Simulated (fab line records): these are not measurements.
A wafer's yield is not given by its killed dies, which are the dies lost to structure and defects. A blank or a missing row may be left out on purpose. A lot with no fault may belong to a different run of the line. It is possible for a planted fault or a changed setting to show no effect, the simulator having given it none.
Matching of chambers / flow berkeley cmos170 / UCB170_FIELD_WET_ETCH_05 on wet bench-03: 3 sister chambers
The step etches Si3N4 in H3PO4, time 12600 s. 20 wafers are shown with their chamber, then 10 later ones without.

## WAFERS WITH THEIR CHAMBER
wafer=L304.2; chamber=1; run length s (s)=12633; bath guard temp C (C)=159.6
wafer=L304.4; chamber=1; run length s (s)=12633; bath guard temp C (C)=159.6
wafer=L304.6; chamber=1; run length s (s)=12633; bath guard temp C (C)=159.7
wafer=L305.2; chamber=1; run length s (s)=12634; bath guard temp C (C)=159.8
wafer=L305.3; chamber=1; run length s (s)=12634; bath guard temp C (C)=159.9
wafer=L305.6; chamber=1; run length s (s)=12634; bath guard temp C (C)=159.9
wafer=L306.1; chamber=2; run length s (s)=12634; bath guard temp C (C)=159.3
wafer=L306.5; chamber=2; run length s (s)=12634; bath guard temp C (C)=159.7
wafer=L306.6; chamber=2; run length s (s)=12634; bath guard temp C (C)=159.7
wafer=L307.2; chamber=3; run length s (s)=12635; bath guard temp C (C)=160.0
wafer=L307.3; chamber=3; run length s (s)=12635; bath guard temp C (C)=159.7
wafer=L307.4; chamber=3; run length s (s)=12635; bath guard temp C (C)=159.5
wafer=L308.1; chamber=1; run length s (s)=12634; bath guard temp C (C)=159.5
wafer=L308.4; chamber=1; run length s (s)=12634; bath guard temp C (C)=159.2
wafer=L308.5; chamber=1; run length s (s)=12634; bath guard temp C (C)=159.3
wafer=L309.2; chamber=1; run length s (s)=12633; bath guard temp C (C)=159.6
wafer=L309.3; chamber=1; run length s (s)=12633; bath guard temp C (C)=159.4
wafer=L309.4; chamber=1; run length s (s)=12633; bath guard temp C (C)=159.3
wafer=L310.1; chamber=1; run length s (s)=12634; bath guard temp C (C)=159.5
wafer=L310.5; chamber=1; run length s (s)=12634; bath guard temp C (C)=159.7

SIGNATURES, as means of the wafers listed above
reading=run length s; chamber 1=12633.57; chamber 2=12634.00; chamber 3=12635.00; scatter within a chamber=0.449
reading=bath guard temp C; chamber 1=159.571; chamber 2=159.567; chamber 3=159.733; scatter within a chamber=0.225
Rule: a wafer's distance from a chamber is the root of the sum, over the readings, of the square of ((its reading less the chamber's mean) divided by the reading's scatter). If the next closest chamber is less than 2 further off than the closest, the wafer can't be placed; otherwise it belongs to the closest. The scatter is the square root of a quotient: the sum, over the shown wafers, of each reading's squared deviation from its chamber's mean, divided by wafers minus chambers.

## WAFERS WITH NO CHAMBER GIVEN
wafer=L310.6; run length s (s)=12634; bath guard temp C (C)=159.7
wafer=L311.1; run length s (s)=12627; bath guard temp C (C)=159.9
wafer=L311.4; run length s (s)=12627; bath guard temp C (C)=159.8
wafer=L311.6; run length s (s)=12627; bath guard temp C (C)=159.6
wafer=L316.1; run length s (s)=12626; bath guard temp C (C)=159.5
wafer=L316.3; run length s (s)=12626; bath guard temp C (C)=159.8
wafer=L316.4; run length s (s)=12626; bath guard temp C (C)=159.8
wafer=L318.2; run length s (s)=12625; bath guard temp C (C)=159.7
wafer=L318.3; run length s (s)=12625; bath guard temp C (C)=159.7
wafer=L318.5; run length s (s)=12625; bath guard temp C (C)=159.9

## EACH ONE'S CHAMBER
wafer=L310.6; from the rows above=can't be placed: 2 or 1 or 3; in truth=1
wafer=L311.1; from the rows above=can't be placed: 1 or 2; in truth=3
wafer=L311.4; from the rows above=can't be placed: 1 or 2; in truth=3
wafer=L311.6; from the rows above=can't be placed: 1 or 2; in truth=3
wafer=L316.1; from the rows above=can't be placed: 1 or 2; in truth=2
wafer=L316.3; from the rows above=can't be placed: 1 or 2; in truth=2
wafer=L316.4; from the rows above=can't be placed: 1 or 2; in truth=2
wafer=L318.2; from the rows above=can't be placed: 1 or 2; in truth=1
wafer=L318.3; from the rows above=can't be placed: 1 or 2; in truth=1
wafer=L318.5; from the rows above=can't be placed: 1 or 2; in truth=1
0 of 10 placed correctly. These rows do not allow placing 10 (true chamber among the candidates in 7). Placed wrongly: 0.
